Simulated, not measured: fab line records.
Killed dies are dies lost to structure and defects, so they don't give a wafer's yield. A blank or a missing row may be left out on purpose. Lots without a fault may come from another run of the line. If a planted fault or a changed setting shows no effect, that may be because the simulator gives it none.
A sampling plan put to the test -- flow rit cmos -- each of the 6 faults these records tell of, on one fab line, judged from the records of the lots it struck
The plan is the line's own looks: the steps of the route at which a gauge or an inspection reads the wafer and doesn't change it. A look can be judged if struck wafers have a number there and the file gives its usual mean and standard deviation on fault-free wafers. Caught: at a look after the fault's first step, the mean of the struck wafers lies 4 or more of those standard deviations (sigma) from the usual mean. On the tool: the same test on the tool's own readings at the fault's steps. Also counted as caught: the struck wafers showing another recipe, or a record that is empty for them alone.

THE FAULTS, as the simulator had put them in
1. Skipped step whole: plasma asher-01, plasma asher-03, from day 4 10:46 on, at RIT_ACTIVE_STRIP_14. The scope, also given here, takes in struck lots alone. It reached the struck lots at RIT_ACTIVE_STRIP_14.
2. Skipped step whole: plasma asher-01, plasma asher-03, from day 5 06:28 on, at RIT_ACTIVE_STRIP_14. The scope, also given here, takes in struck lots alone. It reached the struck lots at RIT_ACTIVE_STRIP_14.
3. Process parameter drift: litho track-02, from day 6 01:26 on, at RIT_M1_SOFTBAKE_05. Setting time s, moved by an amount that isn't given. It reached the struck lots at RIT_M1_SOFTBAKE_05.
4. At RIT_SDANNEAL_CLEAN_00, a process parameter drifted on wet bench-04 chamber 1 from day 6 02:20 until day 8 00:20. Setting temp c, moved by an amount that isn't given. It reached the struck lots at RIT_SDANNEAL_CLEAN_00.
5. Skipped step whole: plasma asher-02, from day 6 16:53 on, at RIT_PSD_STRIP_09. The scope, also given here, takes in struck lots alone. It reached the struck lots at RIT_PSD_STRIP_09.
6. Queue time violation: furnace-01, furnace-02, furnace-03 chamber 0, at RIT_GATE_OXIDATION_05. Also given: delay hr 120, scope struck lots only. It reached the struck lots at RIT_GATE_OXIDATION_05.

WHAT THE PLAN SAW
fault,on the tool itself,first look that catches it,"reading, sigma",median hours from its first step to that look,hours from the fault's start to the first struck lot there,judged looks passed uncaught
1,the tool's record is blank for the struck wafers,no look after it can be judged,-,-,-,0
2,the tool's record is blank for the struck wafers,no look after it can be judged,-,-,-,0
3,run length s -89 sigma,no look after it can be judged,-,-,-,0
4,temp c +39 sigma,not the one look that can be judged after it,-,-,-,1
5,the tool's record is blank for the struck wafers,no look after it can be judged,-,-,-,0
6,under 2 sigma,not the one look that can be judged after it,-,-,-,1
A dash: this means the fault isn't caught or the number doesn't appear in these records.

Caught at a look: 0 of 6. Caught on the tool: 5 of 6. By one or the other: 5 of 6.
Faults 1, 2, 3, 4, 5 were caught on the tool alone.
Caught by neither: fault 6.
